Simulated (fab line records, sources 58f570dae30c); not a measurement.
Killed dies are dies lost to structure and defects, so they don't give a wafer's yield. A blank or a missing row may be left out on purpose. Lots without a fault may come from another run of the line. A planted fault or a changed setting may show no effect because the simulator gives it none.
One fault seen from 2 desks | flow berkeley_cmos170 | each desk has only its own numbers; what lay behind them comes last

THE TOOL OWNER'S DESK: pecvd-02
The tool's own readings at UCB170_V1_CVD_00 (deposits SiO2 from TEOS/O2, target thk 2000 nm, time 250 s): means of the sampled wafers that have a number, for each lot that ran on this tool. A lot is out of limits, marked OUT, if its mean lies more than 4 standard deviations from the usual mean; the brackets give that distance.
Columns: A = heater_power_w at UCB170_V1_CVD_00, usual 246 W
lot  | first seen here | A
L777 | day 7 10:35     | 316
L784 | day 8 22:55     | 306
L787 | day 9 15:22     | 297
L789 | day 10 01:28    | 335
L790 | day 10 11:11    | 321
This desk's finding: nothing out of limits on any of the 5 lots.

THE METROLOGY DESK
What the gauges read, lot by lot, whatever tool the lot ran on: means of the sampled wafers that have a number. A lot is out of limits, marked OUT, if its mean lies more than 4 standard deviations from the usual mean; the brackets give that distance.
Columns: A = SILICIDE_TI_THK at UCB170_SILICIDE_THK_MEAS_03, usual 29.9 nm; B = V1_POLISHED_THK at UCB170_V1_THK_MEAS_04, usual 999.9 nm; C = cd_nm at UCB170_V1_CD_MEAS_90, usual 699.4 nm
lot  | first seen here | A    | B               | C
L777 | day 6 22:49     | 29.8 | 1001.7          | 701.8
L778 | day 6 22:56     | 29.4 | 1001.3          | 700.4
L779 | day 6 23:04     | 29.2 | 1001.2          | 696.4
L782 | day 7 21:51     | 30.1 | 998.9           | 698.3
L781 | day 8 04:07     | 30.0 | 1000.4          | 699.4
L784 | day 8 11:18     | 30.2 | 999.9           | 702.8
L785 | day 8 11:42     | 30.3 | 999.9           | 700.5
L787 | day 9 04:18     | 30.1 | 998.9           | 697.0
L789 | day 9 13:13     | 29.8 | 949.3 (-46) OUT | 698.4
L790 | day 10 01:07    | 30.2 | 983.2 (-15) OUT | 697.8
L795 | day 10 20:20    | 30.0 | 1000.3          | 700.1
L796 | day 10 20:28    | 29.9 | 1000.4          | 700.9
L797 | day 11 05:59    | 29.7 | 1000.3          | 699.5
L799 | day 11 18:05    | 29.9 | 998.5           | 701.2
This desk's finding: out of limits on L789, L790; first on L789, day 10 02:04 (V1_POLISHED_THK at UCB170_V1_THK_MEAS_04). In limits: L777, L778, L779, L782, L781, L784, L785, L787, L795, L796, L797, L799.

PUT TOGETHER
The metrology desk could have raised an alarm at day 10 02:04, on L789, L790.
The tool owner's desk saw nothing out of limits.
The tool owner's desk has L789, L790 on record, within its limits.
Of the lots named, all ran UCB170_V1_CVD_00 on pecvd-02.

WHAT THE SIMULATOR HAD PUT IN
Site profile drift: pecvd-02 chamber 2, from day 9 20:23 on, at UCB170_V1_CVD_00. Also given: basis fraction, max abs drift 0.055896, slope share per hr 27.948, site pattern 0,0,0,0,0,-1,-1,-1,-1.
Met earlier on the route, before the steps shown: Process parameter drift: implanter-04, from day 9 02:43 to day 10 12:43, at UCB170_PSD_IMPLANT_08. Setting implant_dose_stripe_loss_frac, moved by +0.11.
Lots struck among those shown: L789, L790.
Hours from the fault's start to each desk's first reading out of limits: the metrology desk, 6.
